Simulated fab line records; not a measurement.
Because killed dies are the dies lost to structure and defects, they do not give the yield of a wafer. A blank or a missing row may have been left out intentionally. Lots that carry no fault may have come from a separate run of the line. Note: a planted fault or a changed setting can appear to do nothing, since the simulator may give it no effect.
What tool caused it? | flow berkeleyCmos170 | 7 lots with 21 wafers sampled at 3 steps, on a route of 331 steps

== WHAT THE GAUGES READ, wafer by wafer ==
UCB170_M1_RS_MEAS_01: measures by four-point-probe.
lot  | measured     | on           | M1_AL_RS (ohm/sq)
L638 | day 7 00:23  | filmMetro-02 | 0.0483 0.0482 0.0483
L641 | day 7 11:31  | filmMetro-01 | 0.0476 0.0488 0.0478
L642 | day 7 11:58  | filmMetro-01 | 0.0484 0.0487 0.0485
L649 | day 9 01:38  | filmMetro-02 | 0.0529 0.0522 0.0521
L654 | day 10 16:36 | filmMetro-03 | 0.0488 0.0492 0.0484
L658 | day 11 21:07 | filmMetro-03 | 0.0489 0.0486 0.0486
L660 | day 12 02:44 | filmMetro-03 | 0.0483 0.0477 0.0479

== EACH LOT AND THE TOOL THAT RAN IT (in order: tool; ch and the chambers of the sampled wafers; start) ==
lot  | UCB170_CONTACT_ETCH_17            | UCB170_M1_SPUTTER_00
L638 | rieDiel-04 ch 1,3, day 6 23:43    | pvdSputter-01, day 7 00:17
L641 | rieDiel-03 ch 1,3, day 7 10:52    | pvdSputter-01, day 7 11:26
L642 | rieDiel-04 ch 2,3, day 7 11:18    | pvdSputter-02, day 7 11:52
L649 | rieDiel-03 ch 0,2, day 9 00:58    | pvdSputter-02, day 9 01:32
L654 | rieDiel-04 ch 0,1,3, day 10 15:59 | pvdSputter-04, day 10 16:32
L658 | rieDiel-04 ch 0,3, day 11 20:28   | pvdSputter-01, day 11 21:02
L660 | rieDiel-01 ch 1,2, day 12 02:04   | pvdSputter-02, day 12 02:38
- UCB170_CONTACT_ETCH_17: etches BARC in N2/H2.
- UCB170_M1_SPUTTER_00: material Al, target thk 600 nm, time 80 s.

== THE ANSWER, worked out from the rows above alone ==
Rule: usual is defined by the lots themselves. Put in order of their means at a reading, lots are off if they are a third of the lots or fewer, leave a main group of 4 or more, and stand apart from it by a gap of 3 or more times the standard deviation of the main group's means; of several such gaps the widest counts. A main group is skipped when, at the precision printed for the reading in the tables above, its means are all equal. Also off: a lot with no number at a reading for which 4 or more lots have one. The other lots that the step has rows for count as sound.
Off: at UCB170_M1_RS_MEAS_01 (M1_AL_RS), L649. For the main group the mean is 0.0484 ohm/sq and the standard deviation 0.00031.
If a tool, at a process step before that reading, ran all the lots that are off and no sound lot after the first of them, it fits. Gauges at UCB170_M1_RS_MEAS_01: tried the same way as those tools. Can't be told from this: 2 tools fit, rieDiel-03 at UCB170_CONTACT_ETCH_17, filmMetro-02 at UCB170_M1_RS_MEAS_01.

== WHAT WAS PUT IN BY THE SIMULATOR ==
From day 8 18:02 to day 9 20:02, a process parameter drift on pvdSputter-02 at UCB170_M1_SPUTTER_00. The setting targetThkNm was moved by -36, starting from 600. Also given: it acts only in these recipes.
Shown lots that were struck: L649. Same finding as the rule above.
